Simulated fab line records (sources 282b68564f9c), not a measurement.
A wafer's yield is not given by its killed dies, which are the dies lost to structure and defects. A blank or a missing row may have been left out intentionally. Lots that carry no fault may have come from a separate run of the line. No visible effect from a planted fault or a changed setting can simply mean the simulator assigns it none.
The tool behind it: which one?	flow rit_cmos	at 1 step of a route of 202, 13 lots with 39 wafers sampled

## WHAT EACH GAUGE READ, for each wafer
RIT_FOX2_THK_MEAS_91.
lot	measured	on	FIELD_OXIDE_LEFT_2_THK (nm)
L447	day 2 13:18	film_metro-04	268 269 270
L448	day 2 17:13	film_metro-04	245 248 247
L449	day 2 19:22	film_metro-01	245 242 246
L450	day 3 01:40	film_metro-01	262 265 260
L451	day 3 06:06	film_metro-01	237 247 241
L452	day 3 11:17	film_metro-04	269 268 271
L453	day 3 16:12	film_metro-01	263 257 257
L459	day 5 00:19	film_metro-02	257 260 258
L462	day 5 14:12	film_metro-04	244 250 245
L464	day 6 02:14	film_metro-04	247 247 250
L465	day 6 06:44	film_metro-02	248 256 250
L466	day 6 09:36	film_metro-01	257 253 262
L468	day 6 22:03	film_metro-01	256 264 258

## EACH LOT AND THE TOOL THAT RAN IT (in order: tool; ch and the chambers of the sampled wafers; start)
No process step before these readings appears in the record.

## AS READ BY THE TOOLS THEMSELVES (means over the sampled wafers that have a number; for cases with no such wafer, the mark the record gives instead)
The record holds no such reading with a usual standard deviation.

## THE ANSWER, worked out from the rows above alone
Rule: what is usual is taken from the lots themselves. The widest of any qualifying gaps counts: lots, ordered by their means at a reading, are off when they make up no more than a third of the lots, leave a main group of 4 or more, and stand apart from it by 3 or more times the standard deviation of that group's means. A main group whose means are all the same, to the digits that the tables above print for the reading, isn't used. Also off: a lot with no number at a reading for which 4 or more lots have one. Any other lot the step has rows for is counted as sound. First the gauges in route order, then the tools' own readings, where a lot's mean is used as printed above. The first step at which some lot is off is used, and at that step the reading that is off furthest; a lot without a number counts as furthest.
Across all readings shown, no lot is off: no conclusion can be drawn from this.

## WHAT HAD BEEN PUT IN BY THE SIMULATOR
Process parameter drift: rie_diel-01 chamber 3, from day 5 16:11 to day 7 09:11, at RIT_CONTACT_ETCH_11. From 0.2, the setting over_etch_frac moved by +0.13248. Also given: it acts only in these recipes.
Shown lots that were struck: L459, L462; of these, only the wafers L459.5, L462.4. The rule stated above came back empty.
